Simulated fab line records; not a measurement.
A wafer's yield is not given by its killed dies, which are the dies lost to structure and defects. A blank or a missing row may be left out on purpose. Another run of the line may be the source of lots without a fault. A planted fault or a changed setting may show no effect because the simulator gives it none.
Which tool is to blame? + flow ritCmos + 42 wafers sampled from 14 lots at 1 step of a route of 202

== WHAT EACH GAUGE READ, for each wafer ==
The record lacks any reading of a measuring or inspecting step that a usual standard deviation could be used to judge.

== EACH LOT AND THE TOOL THAT RAN IT (in order: tool; ch and the chambers of the sampled wafers; start) ==
| lot  | RIT_REOX_OXIDATION_03        |
|------|------------------------------|
| L545 | furnace-04 ch 0, day 2 14:59 |
| L546 | furnace-01 ch 0, day 2 19:13 |
| L547 | furnace-03 ch 0, day 3 01:59 |
| L551 | furnace-03 ch 0, day 3 22:26 |
| L555 | furnace-03, day 4 15:25      |
| L556 | furnace-03, day 4 21:26      |
| L559 | furnace-04 ch 0, day 5 11:53 |
| L562 | furnace-03 ch 0, day 6 03:53 |
| L563 | furnace-03 ch 0, day 6 08:35 |
| L564 | furnace-01 ch 0, day 6 14:25 |
| L565 | furnace-01 ch 0, day 6 20:58 |
| L566 | furnace-04 ch 0, day 6 22:30 |
| L567 | furnace-04 ch 0, day 7 04:37 |
| L568 | furnace-01 ch 0, day 7 10:28 |
- RIT_REOX_OXIDATION_03: target thk 25.2 nm, ox time 5580 s.

== AS READ BY THE TOOLS THEMSELVES (means over the sampled wafers that have a number; for cases with no such wafer, the mark the record gives instead) ==
RIT_REOX_OXIDATION_03.
| lot  | tool       | oxTempC (C) | oxTempCMax | zonePowerLoadPct (%) |
|------|------------|-------------|------------|----------------------|
| L545 | furnace-04 | 900.2       | 903.2      | 22.6                 |
| L546 | furnace-01 | 899.7       | 906.1      | 29.9                 |
| L547 | furnace-03 | 900.0       | 904.8      | 26.2                 |
| L551 | furnace-03 | 900.5       | 905.3      | 26.0                 |
| L555 | furnace-03 | -           | -          | -                    |
| L556 | furnace-03 | -           | -          | -                    |
| L559 | furnace-04 | 899.8       | 903.1      | 22.7                 |
| L562 | furnace-03 | 900.0       | 905.2      | 25.9                 |
| L563 | furnace-03 | 900.1       | 904.5      | 26.0                 |
| L564 | furnace-01 | 900.6       | 906.2      | 29.9                 |
| L565 | furnace-01 | 900.1       | 907.0      | 29.9                 |
| L566 | furnace-04 | 899.4       | 902.5      | 22.6                 |
| L567 | furnace-04 | 900.3       | 903.1      | 22.9                 |
| L568 | furnace-01 | 900.0       | 906.4      | 29.7                 |

== THE ANSWER, worked out from the rows above alone ==
Rule: what is usual is taken from the lots themselves. The widest of any qualifying gaps counts: lots, ordered by their means at a reading, are off when they make up no more than a third of the lots, leave a main group of 4 or more, and stand apart from it by 3 or more times the standard deviation of that group's means. A main group is skipped when, at the precision printed for the reading in the tables above, its means are all equal. Also off: a lot with no number at a reading for which 4 or more lots have one. The other lots that the step has rows for count as sound. First the gauges in route order, then the tools' own readings, where a lot's mean is used as printed above. The first step at which some lot is off is used, and at that step the reading that is off furthest; a lot without a number counts as furthest.
Off, at RIT_REOX_OXIDATION_03 on oxTempC: L555, L556. Without a number there: L555, L556. For the main group the mean is 900.1 C and the standard deviation 0.32.
If a tool, at that step or one of the process steps before it, ran each lot that is off and ran no sound lot following the first of them, it fits. Of those tried, none fits.

== WHAT THE SIMULATOR HAD INSERTED ==
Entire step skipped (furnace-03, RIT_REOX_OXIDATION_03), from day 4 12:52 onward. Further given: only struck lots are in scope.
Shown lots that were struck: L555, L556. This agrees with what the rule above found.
